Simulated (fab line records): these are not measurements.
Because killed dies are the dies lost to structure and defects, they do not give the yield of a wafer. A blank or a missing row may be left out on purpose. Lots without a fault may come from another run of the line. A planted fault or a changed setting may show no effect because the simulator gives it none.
Matching of chambers    flow rit-cmos    RIT_ACTIVE_ETCH_13 on rie-diel-03 has 4 sister chambers
The step etches Si3N4 in SF6, stops on SiO2, time 210 s, target depth 210 nm. 4 wafers are shown with their chamber, then 7 later ones without.

WAFERS, EACH WITH ITS CHAMBER
wafer   chamber  drypump-motor-current-A (A)
L554.5  0        5.7
L560.6  2        5.3
L561.2  3        5.8
L561.4  1        6.2

WAFERS WHOSE CHAMBER IS MISSING
wafer   drypump-motor-current-A (A)
L561.5  6.2
L564.1  6.2
L564.3  5.3
L564.6  5.7
L568.2  5.8
L568.3  5.9
L568.5  5.8

CHAMBER TAKEN BY EACH
wafer   from the rows above  in truth
L561.5  1                    1
L564.1  1                    1
L564.3  2                    2
L564.6  0                    0
L568.2  3                    3
L568.3  3                    3
L568.5  3                    3
Placed correctly: 7 of 7. Can't be placed from these rows: 0. Wrongly placed: 0.
How it was worked out, from the rows above alone: a wafer's distance from a chamber is the root of the sum, over the readings, of the square of ((its reading less the chamber's mean) divided by the reading's scatter). If the next closest chamber is less than 2 further off than the closest, the wafer can't be placed; otherwise it belongs to the closest. For every chamber, the mean is computed from those of its wafers that are shown. The scatter (one wafer shown for each chamber): square how far every hidden wafer sits from the nearest shown wafer, average those squares and take the square root.
